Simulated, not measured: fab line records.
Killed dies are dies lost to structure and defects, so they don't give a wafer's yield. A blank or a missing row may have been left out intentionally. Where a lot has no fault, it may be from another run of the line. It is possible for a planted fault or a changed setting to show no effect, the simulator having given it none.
Matching of chambers | flow berkeleyCmos170 | wetBench-04 running UCB170_M3_STRIP_08: 4 sister chambers
The step strips KrF in DMSO, time 600 s. 20 wafers are shown with their chamber, then 10 later ones without.

## WAFERS, EACH WITH ITS CHAMBER
wafer  | chamber | bathGuardTempC (C) | bathHeatDutyPct (%)
L600.1 | 2       | 80.2               | 15.5
L600.2 | 2       | 80.4               | 16.9
L600.3 | 2       | 80.2               | 15.9
L601.1 | 3       | 79.5               | 20.3
L601.2 | 3       | 79.6               | 20.3
L601.6 | 3       | 79.7               | 20.0
L606.3 | 1       | 80.6               | 19.3
L606.4 | 1       | 80.3               | 18.1
L606.5 | 1       | 80.6               | 17.9
L614.1 | 1       | 80.6               | 18.9
L614.5 | 1       | 80.6               | 18.0
L614.6 | 1       | 80.6               | 20.0
L615.3 | 1       | 80.3               | 17.6
L615.5 | 1       | 80.4               | 18.3
L615.6 | 1       | 80.3               | 17.5
L617.2 | 0       | 79.4               | 19.5
L617.4 | 0       | 79.1               | 19.0
L617.5 | 0       | 79.5               | 17.5
L618.1 | 0       | 79.7               | 20.2
L618.2 | 0       | 79.7               | 18.2

SIGNATURES (means of the wafers above)
reading         | chamber 0 | chamber 1 | chamber 2 | chamber 3 | scatter within a chamber
bathGuardTempC  | 79.480    | 80.478    | 80.267    | 79.600    | 0.171
bathHeatDutyPct | 18.880    | 18.400    | 16.100    | 20.200    | 0.836
Rule: for a wafer and a chamber, the distance is found by dividing, reading by reading, the gap between the wafer's reading and the chamber's mean by the reading's scatter, squaring, summing and taking the root. The wafer belongs to the nearest chamber; if the next one is less than 2 further off, it can't be placed. The scatter is the square root of a quotient: the sum, over the shown wafers, of each reading's squared deviation from its chamber's mean, divided by wafers minus chambers.

## WAFERS MISSING THEIR CHAMBER
wafer  | bathGuardTempC (C) | bathHeatDutyPct (%)
L618.4 | 79.4               | 18.0
L621.1 | 79.6               | 19.8
L621.2 | 79.2               | 18.2
L621.4 | 79.3               | 18.8
L619.1 | 79.3               | 20.2
L619.2 | 79.4               | 20.0
L619.6 | 79.5               | 20.7
L620.1 | 79.3               | 18.7
L620.2 | 79.4               | 18.2
L620.4 | 79.4               | 17.6

## WHICH CHAMBER EACH WENT THROUGH
wafer  | from the rows above     | in truth
L618.4 | can't be placed: 0 or 3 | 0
L621.1 | can't be placed: 3 or 0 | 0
L621.2 | can't be placed: 0 or 3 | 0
L621.4 | can't be placed: 0 or 3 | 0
L619.1 | can't be placed: 3 or 0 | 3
L619.2 | can't be placed: 3 or 0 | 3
L619.6 | can't be placed: 3 or 0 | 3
L620.1 | can't be placed: 0 or 3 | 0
L620.2 | can't be placed: 0 or 3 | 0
L620.4 | can't be placed: 0 or 3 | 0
Correct placement for 0 of the 10. Not placeable from these rows: 10 (in 10, the candidates include the true chamber). 0 placed wrongly.
